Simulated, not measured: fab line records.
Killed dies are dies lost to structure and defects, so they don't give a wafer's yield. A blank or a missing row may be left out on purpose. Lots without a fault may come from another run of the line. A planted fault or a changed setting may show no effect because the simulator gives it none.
Split-lot trial    flow rit_cmos    23 wafers read from 5 lots, route of 202 steps

== SPLIT DETAILS ==
At RIT_SPACER_CVD_03 (deposits Si3N4 from SiH2Cl2/NH3, target thk 250 nm, time 3300 s), the setting time_s was moved away from the recipe's 3300 s on 5 of the 23 wafers read, by -7.7%. All remaining wafers had this setting at the recipe value.

There is no step in the file separating the split from the reading.

== THE READING ==
At RIT_SPACER_THK_MEAS_04: SPACER_NITRIDE_THK, given in nm. Typical for fault-free wafers on this fab line: 251.5 nm, with standard deviation 2.9 nm.

wafer   tool, chamber at the split  time_s as run, s  against the recipe  SPACER_NITRIDE_THK, nm  against lot-mates on the recipe
L075.2  -, -                        3300              recipe              253.3                   -
L075.3  -, -                        3300              recipe              252.7                   -
L075.4  -, -                        3300              recipe              254.9                   -
L075.5  -, -                        3300              recipe              254.9                   -
L075.6  -, -                        3300              recipe              252.9                   -
L076.1  -, -                        3300              recipe              255.4                   -
L076.3  -, -                        3300              recipe              255.1                   -
L076.4  -, -                        3300              recipe              252.8                   -
L076.5  -, -                        3300              recipe              254.0                   -
L076.6  -, -                        3300              recipe              252.4                   -
L077.1  -, -                        3046              -7.7%               231.3                   no lot-mate on the recipe
L077.3  -, -                        3046              -7.7%               232.1                   no lot-mate on the recipe
L077.4  -, -                        3046              -7.7%               230.6                   no lot-mate on the recipe
L077.5  -, -                        3046              -7.7%               230.8                   no lot-mate on the recipe
L077.6  -, -                        3046              -7.7%               231.5                   no lot-mate on the recipe
L078.1  -, -                        3300              recipe              249.0                   -
L078.2  -, -                        3300              recipe              251.1                   -
L078.3  -, -                        3300              recipe              251.8                   -
L078.4  -, -                        3300              recipe              250.9                   -
L078.6  -, -                        3300              recipe              251.1                   -
L079.4  lpcvd-01, 0                 3300              recipe              249.1                   -
L079.5  lpcvd-01, 0                 3300              recipe              246.8                   -
L079.6  lpcvd-01, 0                 3300              recipe              249.2                   -

THE FIT
A straight line over all 23 wafers: SPACER_NITRIDE_THK changes by +2.7 nm for each +1% of time_s; r = +0.97; the points scatter about the line by 2.2 nm.
Too few moved wafers with a lot-mate on the recipe to fit a line net of each lot's own level.

== THE WHOLE CHAIN: every reading that the file lists as answering this split, in the file's order ==
step                    what it does                                                              reading                                                                         change (the file's fit)               r (the file's)
RIT_SPACER_CVD_03       deposits Si3N4 from SiH2Cl2/NH3, target thk 250 nm, time 3300 s           Si3N4_of_SPACER_CVD_03.thk_nm (the simulator's own value, which no gauge read)  +2.69 nm for each +1% of the setting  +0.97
RIT_SPACER_THK_MEAS_04                                                                            SPACER_NITRIDE_THK                                                              +2.7 for each +1% of the setting      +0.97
RIT_SPACER_ETCHBACK_05  etches Si3N4 in SF6/CHF3, stops on SiO2, target depth 250 nm, time 240 s  Si3N4_of_SPACER_CVD_03.thk_nm (the simulator's own value, which no gauge read)  +2.14 nm for each +1% of the setting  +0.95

== THE FILE'S OWN FIT ==
SPACER_NITRIDE_THK changes by +2.7 nm for each +1% of time_s, r = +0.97.
